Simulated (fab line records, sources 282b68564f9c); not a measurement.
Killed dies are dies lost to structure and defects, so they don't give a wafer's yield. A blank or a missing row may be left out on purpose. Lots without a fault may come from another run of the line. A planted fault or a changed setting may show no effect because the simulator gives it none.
A struck lot beside a sound one | flow rit_cmos | 35 steps out of a route of 202
Sound: wafers L942.1, L942.5, L942.6. Struck: wafers L949.3, L949.5. (L949.6 of the same lot was not struck and is left out.) The cause comes at the end.
At each step with rows: each side's tool, then ch and its chambers, then its first start. Under that, the readings that differ: sound wafers | struck wafers | difference of the means | sigmas: that difference in standard deviations of wafers without a fault.
alike: readings whose means differ by less than 2 such deviations, and words and numbers that are the same on both sides. not compared: withheld readings, readings that some wafer has no value for, bounds like >300 that may hide the same value, and numbers for which the record gives no deviation and whose values overlap.
The two part at a step that has a row with sigmas, a row that says differs or no value, or rows on one side only. Numbers that don't overlap but have no deviation are shown without sigmas and don't part them. A reading that every wafer of one side lacks parts them only if that side has two wafers or more.

RIT_CONTACT_CVD_00: deposits SiO2 from TEOS, target thk 400 nm, time 61 s.
  sound on pecvd-02 ch 0,2, day 5 01:37; struck on pecvd-01 ch 0,2, day 6 09:52
  reading            | sound       | struck  | difference | sigmas
  heater_power_w (W) | 327 374 330 | 256 214 | -109       | -3
  alike: rf_fwd_power_W
RIT_CONTACT_THK_MEAS_01:
  sound on film_metro-04, day 5 01:40; struck on film_metro-01, day 6 09:56
  alike: CONTACT_TEOS_THK
then, 6 steps without rows for these wafers: RIT_CONTACT_HMDS_02 (prime time 60 s); RIT_CONTACT_COAT_03 (resist thk 1000 nm); RIT_CONTACT_SOFTBAKE_04 (time 60 s); RIT_CONTACT_EXPOSE_05 (exposes mask M11, target cd 1000 nm); RIT_CONTACT_PEB_06; RIT_CONTACT_DEVELOP_07 (develop time 120 s).
RIT_CONTACT_CD_MEAS_08: target cd 1000 nm.
  sound on cd_sem-01, day 5 02:42; struck on cd_sem-01, day 6 10:59
  alike: cd_nm
RIT_CONTACT_OVL_MEAS_09:
  sound on overlay-01, day 5 02:49; struck on overlay-01, day 6 11:04
  reading          | sound       | struck  | difference | sigmas
  CONTACT_OVL (nm) | 0.5 0.9 0.7 | 2.6 3.2 | +2.2       | +2
then, 1 step without rows for these wafers: RIT_CONTACT_HARDBAKE_10 (time 60 s).
RIT_CONTACT_ETCH_11: etches SiO2 in CHF3/CF4/Ar, stops on TiSi2, target depth 480 nm, time 320 s.
  sound on rie_diel-04 ch 2,3, day 5 03:01; struck on rie_diel-02 ch 0,3, day 6 11:15
  alike: drypump_motor_current_A, oes_product_au, rf_fwd_power_W, throttle_valve_pct
  not compared: rf_hours_counter_h
RIT_CONTACT_STRIP_12: strips in O2, time 180 s.
  sound on plasma_asher-02 ch 0,1, day 5 03:12; struck on plasma_asher-04 ch 0, day 6 11:30
  reading                     | sound       | struck  | difference | sigmas
  drypump_motor_current_A (A) | 5.7 5.7 5.9 | 5.0 5.0 | -0.8       | -2
  not compared: rf_hours_counter_h
RIT_CONTACT_CD_MEAS_90: target cd 1000 nm.
  sound on cd_sem-02, day 5 03:23; struck on cd_sem-02, day 6 11:40
  alike: cd_nm
then, 2 steps without rows for these wafers: RIT_CONTACT_CLEAN_13 (cleans in SC1, time 600 s); RIT_CONTACT_CLEAN_14 (cleans in SC2, time 600 s).
RIT_M1_SPUTTER_00: material Al, target thk 400 nm, time 500 s.
  sound on pvd_sputter-04, day 5 03:51; struck on pvd_sputter-04, day 6 12:05
  alike: throttle_valve_pct
RIT_M1_RS_MEAS_01: measures by four-point-probe.
  sound on film_metro-03, day 5 04:08; struck on film_metro-04, day 6 12:25
  alike: M1_AL_RS
RIT_M1_THK_MEAS_02: measures by xrf.
  sound on film_metro-03, day 5 04:16; struck on film_metro-04, day 6 12:31
  alike: M1_AL_THK
then, 6 steps without rows for these wafers: RIT_M1_HMDS_03 (prime time 60 s); RIT_M1_COAT_04 (resist thk 1300 nm); RIT_M1_SOFTBAKE_05 (time 60 s); RIT_M1_EXPOSE_06 (exposes mask M12, target cd 2600 nm); RIT_M1_PEB_07; RIT_M1_DEVELOP_08 (develop time 68 s).
RIT_M1_CD_MEAS_09: target cd 2600 nm.
  sound on cd_sem-01, day 5 05:12; struck on cd_sem-02, day 6 13:37
  alike: cd_nm
RIT_M1_OVL_MEAS_10:
  sound on overlay-01, day 5 05:19; struck on overlay-02, day 6 13:42
  alike: M1_OVL
then, 1 step without rows for these wafers: RIT_M1_HARDBAKE_11 (time 120 s).
RIT_M1_METAL_ETCH_12: etches Al in Cl2/BCl3, stops on SiO2, time 165 s, target depth 600 nm.
  sound on rie_metal-02 ch 0,1, day 5 05:41; struck on rie_metal-03 ch 1, day 6 14:05
  reading                     | sound          | struck    | difference | sigmas
  drypump_motor_current_A (A) | 6.12 5.75 6.11 | 5.35 5.34 | -0.65      | -2
  alike: oes_product_au, rf_fwd_power_W, throttle_valve_pct
  not compared: rf_hours_counter_h
then, 1 step without rows for these wafers: RIT_M1_STRIP_13 (strips in nmp, time 600 s).
RIT_M1_STRIP_14: strips in O2, time 180 s.
  sound on plasma_asher-04 ch 0,1, day 5 06:02; struck on plasma_asher-03 ch 0, day 6 14:32
  alike: drypump_motor_current_A
  not compared: rf_hours_counter_h
RIT_M1_CD_MEAS_90: target cd 2600 nm.
  sound on cd_sem-01, day 5 06:12; struck on cd_sem-02, day 6 14:41
  alike: cd_nm
then, 1 step without rows for these wafers: RIT_M1_ANNEAL_15 (time 1800 s).
RIT_M1_BOW_MEAS_16:
  sound on film_metro-04, day 5 12:28; struck on film_metro-02, day 6 16:19
  alike: M1_BOW
RIT_M1_PROBE_99:
  sound on prober-02, day 5 12:35; struck on prober-01, day 6 16:29
  reading            | sound  | struck                                            | difference                   | sigmas
  hold               | - - -  | await_dispo/1.9h/release await_dispo/1.9h/release | no value on the sound wafers |
  killed_at_M0_to_M3 | 0 0 0  | 0 1                                               | +0                           | +4
  killed_at_contacts | 0 0 0  | 23 23                                             | +23                          | +74
  killed_dies        | 12 7 8 | 31 28                                             | +20                          | +6
  killed_on_rim      | 4 1 3  | 11 4                                              | +5                           | +3
  alike: killed_at_front_end, killed_open, killed_short

WHERE THEY PART
First at RIT_CONTACT_CVD_00; last, within this record, at RIT_M1_PROBE_99.

WHY: what the simulator had put in
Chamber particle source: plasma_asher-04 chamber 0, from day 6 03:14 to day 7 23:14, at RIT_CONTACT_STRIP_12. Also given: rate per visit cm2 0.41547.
